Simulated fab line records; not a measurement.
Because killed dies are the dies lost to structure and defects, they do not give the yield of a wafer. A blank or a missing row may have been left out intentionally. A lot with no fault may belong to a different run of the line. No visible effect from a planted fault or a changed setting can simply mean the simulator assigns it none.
A lot that was struck, set against a sound lot || flow rit-cmos || 45 out of 202 route steps
Sound: these wafers, L299.1, L299.5, L299.6. Wafers struck: L307.3, L307.4, L307.5. The cause is given at the end.
For every step that has rows: the tool of each side, followed by ch and its chambers, followed by its first start. Under that, the readings that differ: sound wafers || struck wafers || difference of the means || sigmas: that difference in standard deviations of wafers without a fault.
alike: readings whose means differ by less than 2 such deviations, and words and numbers that are the same on both sides. not compared: withheld readings, readings that some wafer has no value for, bounds like >300 that may hide the same value, and numbers for which the record gives no deviation and whose values overlap.
Wherever a step has rows on one side only, a row that says differs or no value, or a row with sigmas, the two part there. Numbers that don't overlap but have no deviation are shown without sigmas and don't part them. A reading that every wafer of one side lacks parts them only if that side has two wafers or more.

first, 1 step without rows for these wafers: RIT_PRETRO_DEVELOP_05 (develop time 65.46 s).
RIT_PRETRO_OVL_MEAS_06:
  sound: overlay-01 at day 4 15:04; struck: overlay-02 at day 6 06:38
  alike: PRETRO_OVL
then, 2 steps without rows for these wafers: RIT_PRETRO_HARDBAKE_07 (time 120 s); RIT_PRETRO_IMPLANT_08.
RIT_PRETRO_STRIP_09: strips in O2, time 180 s.
  sound on plasma-asher-02 ch 0,1, day 4 15:30; struck on plasma-asher-01 ch 0,1, day 6 07:07
  alike: drypump-motor-current-A, o2-flow-sccm
  not compared: rf-hours-counter-h
RIT_PRETRO_TW_MEAS_10:
  sound: film-metro-04 at day 4 15:41; struck: film-metro-04 at day 6 07:15
  alike: PRETRO_TW
then, 5 steps without rows for these wafers: RIT_GATE_WET_ETCH_00 (etches SiO2 in BOE, target depth 56 nm, time 60 s); RIT_GATE_CLEAN_01 (cleans in SC1, time 600 s); RIT_GATE_CLEAN_02 (cleans in dHF, time 30 s); RIT_GATE_CLEAN_03 (cleans in SC2, time 600 s); RIT_GATE_CLEAN_04 (cleans in dHF, time 60 s).
RIT_FOX2_THK_MEAS_91:
  sound: film-metro-01 at day 4 16:10; struck: film-metro-02 at day 6 07:44
  alike: FIELD_OXIDE_LEFT_2_THK
RIT_GATE_OXIDATION_05: target thk 3 nm, ox time 270 s.
  sound on furnace-01 ch 0, day 4 16:13; struck on furnace-04 ch 0, day 6 07:47
{"reading": "model.SiO2_of_GATE_OXIDATION_05.thk-nm (nm)", "sound": "3.092 3.063 2.976", "struck": "3.24 3.226 3.119", "difference": "+0.15", "sigmas": ""}
  alike: spike-tc-centre-C, spike-tc-load-C
then, 1 step without rows for these wafers: RIT_GATE_ANNEAL_06 (time 600 s).
RIT_GATE_THK_MEAS_07:
  sound: film-metro-02 at day 4 17:33; struck: film-metro-02 at day 6 09:35
{"reading": "GATE_OXIDE_THK (nm)", "sound": "3.12 3.09 2.88", "struck": "3.25 3.22 3.13", "difference": "+0.17", "sigmas": "+3"}
then, 1 step without rows for these wafers: RIT_GATE_CVD_08 (deposits poly-Si from SiH4, target thk 250 nm, time 2132 s).
RIT_GATE_THK_MEAS_09:
  sound: film-metro-04 at day 4 19:14; struck: film-metro-02 at day 6 11:16
  alike: GATE_POLY_THK
then, 6 steps without rows for these wafers: RIT_GATE_HMDS_10 (prime time 60 s); RIT_GATE_COAT_11 (resist thk 850 nm); RIT_GATE_SOFTBAKE_12 (time 60 s); RIT_GATE_EXPOSE_13 (exposes mask M6, target cd 150 nm); RIT_GATE_PEB_14; RIT_GATE_DEVELOP_15 (develop time 50 s).
RIT_GATE_CD_MEAS_16 targets a cd of 150 nm.
  sound: cd-sem-02 at day 4 20:08; struck: cd-sem-02 at day 6 12:20
  alike: cd-nm
RIT_GATE_OVL_MEAS_17:
  sound: overlay-01 at day 4 20:16; struck: overlay-01 at day 6 12:26
  alike: GATE_OVL
then, 1 step without rows for these wafers: RIT_GATE_HARDBAKE_18 (time 60 s).
RIT_GATE_ETCH_19: etches poly-Si in SF6/CHF3/O2, stops on SiO2, time 170.6 s, target depth 312.5 nm.
  sound on rie-si-02 ch 1,3, day 4 20:27; struck on rie-si-02 ch 0,2,3, day 6 12:37
  alike: O2_flow_sccm, drypump-motor-current-A, oes-product-au, throttle-valve-pct
  not compared: rf-hours-counter-h
RIT_GATE_STRIP_20: strips in O2, time 180 s.
  sound on plasma-asher-02 ch 0,1, day 4 20:34; struck on plasma-asher-04 ch 0,1, day 6 12:46
  alike: drypump-motor-current-A, o2-flow-sccm
  not compared: rf-hours-counter-h
RIT_GATE_CD_MEAS_90 targets a cd of 150 nm.
  sound: cd-sem-01 at day 4 20:44; struck: cd-sem-01 at day 6 12:56
  alike: cd-nm
then, 4 steps without rows for these wafers: RIT_REOX_CLEAN_00 (cleans in SC1, time 600 s); RIT_REOX_CLEAN_01 (cleans in dHF, time 30 s); RIT_REOX_CLEAN_02 (cleans in SC2, time 600 s); RIT_REOX_OXIDATION_03 (target thk 25.2 nm, ox time 5580 s).
RIT_REOX_THK_MEAS_04:
  sound: film-metro-03 at day 4 23:57; struck: film-metro-04 at day 6 15:57
  alike: REOX_OXIDE_THK
then, 6 steps without rows for these wafers: RIT_NLDD_HMDS_00 (prime time 60 s); RIT_NLDD_COAT_01 (resist thk 1000 nm); RIT_NLDD_SOFTBAKE_02 (time 60 s); RIT_NLDD_EXPOSE_03 (exposes mask M7, target cd 40700 nm); RIT_NLDD_PEB_04; RIT_NLDD_DEVELOP_05 (develop time 50 s).
RIT_NLDD_OVL_MEAS_06:
  sound: overlay-01 at day 5 01:00; struck: overlay-02 at day 6 16:58
  alike: NLDD_OVL
then, 1 step without rows for these wafers: RIT_NLDD_HARDBAKE_07 (time 60 s).
RIT_M1_DEVELOP_08: develop time 68 s.
  sound: litho-track-03 ch 0; struck: litho-track-01 ch 0
{"reading": "model.M1.cd-nm (nm)", "sound": "2602 2602 2601", "struck": "2635 2631 2634", "difference": "+32", "sigmas": ""}
RIT_M1_METAL_ETCH_12: etches Al in Cl2/BCl3, stops on SiO2, time 165 s, target depth 600 nm.
  sound on rie-metal-01 ch 0,1, day 5 14:23; struck on rie-metal-02 ch 0,1, day 7 08:19
{"reading": "drypump-motor-current-A (A)", "sound": "5.4 5.1 5.4", "struck": "6.2 6.0 6.2", "difference": "+0.8", "sigmas": "+2"}
{"reading": "model.M1.cd-nm (nm)", "sound": "2599 2603 2598", "struck": "2635 2631 2634", "difference": "+33", "sigmas": ""}
  alike: oes-product-au, throttle-valve-pct
  not compared: rf-hours-counter-h
RIT_M1_PROBE_99:
  sound: prober-02 at day 5 16:41; struck: prober-02 at day 7 11:44
{"reading": "killed-at-contacts", "sound": "0 0 0", "struck": "0 0 2", "difference": "+1", "sigmas": "+2"}
{"reading": "model.etest.pmos_0p3.r-on-ohm-um", "sound": "6136 6133 6058", "struck": "6515 6589 6345", "difference": "+374", "sigmas": ""}
{"reading": "model.etest.nmos_0p3.r-on-ohm-um", "sound": "2124 2124 2135", "struck": "2263 2255 2199", "difference": "+111", "sigmas": ""}
{"reading": "model.etest.m1.width-nm (nm)", "sound": "2600 2594 2597", "struck": "2634 2636 2634", "difference": "+38", "sigmas": ""}
{"reading": "model.etest.nmos_0p15.drive-ua-um", "sound": "483.8 477.9 482.4", "struck": "460 447.9 466", "difference": -23, "sigmas": ""}
{"reading": "model.etest.nmos-narrow.drive-ua-um", "sound": "234 235.7 244.7", "struck": "208.6 209 220.3", "difference": -25.5, "sigmas": ""}
{"reading": "model.etest.nmos_0p3.drive-ua-um", "sound": "227.4 225.4 236.6", "struck": "204.8 206.7 214", "difference": -21.3, "sigmas": ""}
{"reading": "model.etest.pmos_0p15.drive-ua-um", "sound": "278.9 273.4 273.7", "struck": "257.3 248.2 261.5", "difference": -19.7, "sigmas": ""}
{"reading": "model.etest.pmos_0p3.drive-ua-um", "sound": "102.6 102.6 107.9", "struck": "92.55 92.65 98.19", "difference": -9.90, "sigmas": ""}
  alike: killed-at-front-end, killed-dies, killed-open, killed-short

== WHERE THEY PART ==
Last at RIT_M1_PROBE_99 as far as this record goes, first at RIT_GATE_THK_MEAS_07.

WHY: what had been put in by the simulator
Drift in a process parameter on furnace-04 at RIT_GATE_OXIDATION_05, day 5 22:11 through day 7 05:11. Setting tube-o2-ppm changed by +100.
